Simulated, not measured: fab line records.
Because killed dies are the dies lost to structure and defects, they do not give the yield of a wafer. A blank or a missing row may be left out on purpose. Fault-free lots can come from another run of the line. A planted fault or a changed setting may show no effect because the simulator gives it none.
8D (eight disciplines) problem report, filled in by code    flow berkeleyCmos170    the parts of the form that need people (team, actions taken, sign-off) are left out

1. WHAT WENT WRONG
Wafers free of any fault read 2001 nm (standard deviation 32) for V1_TEOS_THK at UCB170_V1_THK_MEAS_01, against a mean of 3252 nm on 2 wafers of 2 lots. Relative to the usual mean, that is a shift of +39 standard deviations.
Earliest sighting: wafer L114.4 on filmMetro-01 at day 11 04:38. At this step, 38 wafers from 14 lots have a number in the record. By rule, "out" or "out of limits" means more than 4 standard deviations away from the usual mean. Any other wafer with a number is counted as sound.

2. WHAT THIS IS AND IS NOT
question                     is                          is not
which readings at this step  V1_TEOS_THK                 -
which lots                   L114, L118                  L100, L102, L104, L105, L106, L108, L109, L111, L115, L996, L997, L998
which wafers of those lots   all that have a number      -
read on which gauges         filmMetro-01, filmMetro-04  filmMetro-02
when                         from day 11 04:38           up to then (36 sound wafers)

3. SUSPECTS, AND WHAT RULES EACH OUT
Counting: any tool at a process step up to the reading is kept as a suspect provided that every lot that is out went through it and no sound lot did after the first of them.
- the gauge at UCB170_V1_THK_MEAS_01: ruled out. Those wafers that are out were read across 2 gauges (filmMetro-01, filmMetro-04).
- pecvd-02 at UCB170_V1_CVD_00 (deposits SiO2 from TEOS/O2, target thk 2000 nm, time 250 s): kept. All lots that are out passed through it, beginning with L114 at day 11 04:31, and no sound lot followed; its final sound lot before that point was L109 at day 9 00:28. On those wafers its own readings are out: runLengthS.
The count leaves pecvd-02 at UCB170_V1_CVD_00.

4. THE CAUSE (what the simulator had put in)
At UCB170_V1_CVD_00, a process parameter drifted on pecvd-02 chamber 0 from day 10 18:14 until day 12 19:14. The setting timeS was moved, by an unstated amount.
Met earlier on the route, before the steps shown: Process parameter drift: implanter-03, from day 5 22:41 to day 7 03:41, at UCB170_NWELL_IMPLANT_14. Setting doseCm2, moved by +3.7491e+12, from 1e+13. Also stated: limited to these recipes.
Only this tool survived the counting.

5. SEQUENCE OF EFFECTS, ordered by route
Each row: a reading whose mean over the struck wafers that have a number lies more than 3 standard deviations from the usual. Only readings whose record carries a usual standard deviation are examined. hours: median over the lots of the time between each lot's start at the first step of this table that gives one and its start at this step. sigmas: the change, counted in usual standard deviations.
hours  step                   reading      usual    on struck wafers  change  sigmas
0      UCB170_V1_CVD_00       runLengthS   277.6 s  438.1             +160.5  +99 or more
0      UCB170_V1_THK_MEAS_01  V1_TEOS_THK  2001 nm  3252              +1252   +39
Its process steps:
- UCB170_V1_CVD_00: deposits SiO2 from TEOS/O2, target thk 2000 nm, time 250 s.

6. WHAT WOULD HAVE CAUGHT IT SOONER
10 hours passed between the start of the fault at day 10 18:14 and the first reading out of limits at a measuring or inspecting step in this record, taken at day 11 04:38.
Tool's own readings at UCB170_V1_CVD_00, runLengthS: out on all struck wafers the step has rows for; an alarm limit on them would have tripped on the first.
Of the lots that are out (2), L118 began UCB170_V1_CVD_00 on pecvd-02 after day 11 04:38. Holding the tool at that time would have saved it.
